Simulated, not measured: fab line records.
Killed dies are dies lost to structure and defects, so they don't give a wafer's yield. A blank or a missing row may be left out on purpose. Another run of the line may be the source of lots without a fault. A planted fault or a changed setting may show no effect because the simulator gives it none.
Struck lot and sound lot, side by side + flow rit cmos + 15 steps out of a route of 202
Sound: these wafers, L479.1, L479.2, L479.4. Struck: wafer L485.5. (L485.3, L485.6 of the same lot were not struck and are left out.) The cause comes at the end.
Order at every step that has rows: each side's tool, ch and its chambers, its first start. Under that, the readings that differ: sound wafers + struck wafers + difference of the means + sigmas: that difference in standard deviations of wafers without a fault.
alike: words and numbers the same on both sides, and readings whose means are apart by under 2 such deviations; not compared: readings that were withheld, readings missing a value for some wafer, numbers with overlapping values and no deviation given by the record, and bounds like >300 which may hide the same value.
The two part at a step that has a row with sigmas, a row that says differs or no value, or rows on one side only. Numbers that don't overlap but have no deviation are shown without sigmas and don't part them. A reading missing from all wafers of one side parts the sides only when that side holds two or more wafers.

first, 1 step without rows for these wafers: RIT_NWELL_IMPLANT_08.
RIT_NWELL_STRIP_09: strips in O2, time 180 s.
  sound on plasma asher-04 ch 0,1, day 2 02:59; struck on plasma asher-01 ch 0, day 3 07:46
  alike: drypump motor current A, o2 flow sccm
  not compared: rf hours counter h
RIT_NWELL_TW_MEAS_10:
  sound on film metro-03 at day 2 03:10; struck on film metro-01 at day 3 07:54
  alike: NWELL_TW
then, 6 steps without rows for these wafers: RIT_PWELL_HMDS_00 (prime time 60 s); RIT_PWELL_COAT_01 (resist thk 1300 nm); RIT_PWELL_SOFTBAKE_02 (time 60 s); RIT_PWELL_EXPOSE_03 (exposes mask M3, target cd 43700 nm); RIT_PWELL_PEB_04; RIT_PWELL_DEVELOP_05 (develop time 68 s).
RIT_PWELL_OVL_MEAS_06:
  sound on overlay-02 at day 2 04:07; struck on overlay-01 at day 3 08:50
  alike: PWELL_OVL
then, 2 steps without rows for these wafers: RIT_PWELL_HARDBAKE_07 (time 120 s); RIT_PWELL_IMPLANT_08.
RIT_PWELL_STRIP_09: strips in O2, time 180 s.
  sound on plasma asher-04 ch 0,1, day 2 04:32; struck on plasma asher-03 ch 1, day 3 09:19
| reading             | sound          | struck | difference | sigmas |
|---------------------|----------------|--------|------------|--------|
| o2 flow sccm (sccm) | 3994 4006 3985 | 4781   | +786       | +66    |
  alike: drypump motor current A
  not compared: rf hours counter h
RIT_PWELL_TW_MEAS_10:
  sound on film metro-01 at day 2 04:43; struck on film metro-01 at day 3 09:28
  alike: PWELL_TW
RIT_M1_PROBE_99:
  sound on prober-02 at day 3 14:29; struck on prober-02 at day 4 19:35
  alike: killed at contacts, killed at front end, killed dies, killed open, killed short

== WHERE THEY PART ==
Only at RIT_PWELL_STRIP_09, within this record. Later steps at which nothing parts them and some readings are alike: RIT_PWELL_TW_MEAS_10, RIT_M1_PROBE_99.

WHY: the cause the simulator had injected
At RIT_PWELL_STRIP_09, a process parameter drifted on plasma asher-03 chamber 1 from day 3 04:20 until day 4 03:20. Setting o2 flow sccm, moved by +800, from 4000. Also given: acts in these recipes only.
